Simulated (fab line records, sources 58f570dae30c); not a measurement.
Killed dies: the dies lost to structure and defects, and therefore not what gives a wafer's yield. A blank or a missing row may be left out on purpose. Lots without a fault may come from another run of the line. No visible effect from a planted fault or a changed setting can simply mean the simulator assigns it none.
The same fault as seen by 2 desks | flow berkeley-cmos170 | what lay behind the numbers comes last; until then each desk has only its own

== TOOL OWNER'S DESK, rie-diel-04 ==
The tool's own readings at UCB170_V1_ETCH_14 (etches SiO2 in CHF3/CF4/Ar, stops on Al, target depth 1250 nm, time 291 s): means of the sampled wafers that have a number, for each lot that ran on this tool. The brackets show how far a lot's mean lies from the usual mean; more than 4 standard deviations puts the lot out of limits, marked OUT.
Columns: A = cf4-flow-sccm at UCB170_V1_ETCH_14, usual 15.01 sccm; B = drypump-motor-current-A at UCB170_V1_ETCH_14, usual 6.1 A; C = oes-product-au at UCB170_V1_ETCH_14, usual 0.869 a.u.; D = throttle-valve-pct at UCB170_V1_ETCH_14, usual 6.97 %
lot  | first seen here | A     | B   | C     | D
L118 | day 7 08:37     | 15.00 | 6.2 | 0.876 | 7.03
L119 | day 8 00:32     | 15.00 | 6.2 | 0.871 | 7.03
L127 | day 9 12:35     | 15.00 | 6.2 | 0.869 | 6.97
L135 | day 11 17:24    | 15.04 | 6.2 | 0.824 | 7.03
L137 | day 12 01:37    | 15.00 | 6.2 | 0.835 | 7.00
Result from this desk: across the 5 lots, nothing is out of limits.

== METROLOGY DESK ==
What the gauges read, lot by lot, whatever tool the lot ran on: means of the sampled wafers that have a number. The brackets show how far a lot's mean lies from the usual mean; more than 4 standard deviations puts the lot out of limits, marked OUT.
Columns: A = PSD_RS at UCB170_SDANNEAL_RS_MEAS_02, usual 75.5 ohm/sq; B = cd-nm at UCB170_M1_CD_MEAS_09, usual 699.6 nm; C = V1_TEOS_THK at UCB170_V1_THK_MEAS_01, usual 1993 nm
lot  | first seen here | A    | B     | C
L116 | day 6 01:04     | 76.0 | 700.2 | 1965
L118 | day 6 14:30     | 75.5 | 697.6 | 1995
L117 | day 6 15:02     | 75.5 | 698.3 | 2012
L119 | day 7 05:07     | 75.5 | 700.7 | 2005
L121 | day 7 05:18     | 75.0 | 697.8 | 2013
L122 | day 7 05:32     | 75.4 | 698.5 | 2003
L120 | day 7 05:48     | 75.8 | 701.3 | 1990
L124 | day 8 14:47     | 75.2 | 699.2 | 1983
L126 | day 8 20:09     | 75.5 | 700.3 | 1991
L127 | day 8 20:10     | 75.7 | 700.6 | 2014
L129 | day 8 23:34     | 75.7 | 701.7 | 1980
L135 | day 10 22:46    | 75.3 | 699.3 | 1994
L137 | day 11 08:08    | 75.3 | 701.9 | 1979
L139 | day 11 11:07    | 75.3 | 697.5 | 1950
Result from this desk: across the 14 lots, nothing is out of limits.

== TAKEN TOGETHER ==
The desk of the tool owner found nothing out of limits.
The metrology desk saw nothing out of limits.

== WHAT THE SIMULATOR HAD INSERTED ==
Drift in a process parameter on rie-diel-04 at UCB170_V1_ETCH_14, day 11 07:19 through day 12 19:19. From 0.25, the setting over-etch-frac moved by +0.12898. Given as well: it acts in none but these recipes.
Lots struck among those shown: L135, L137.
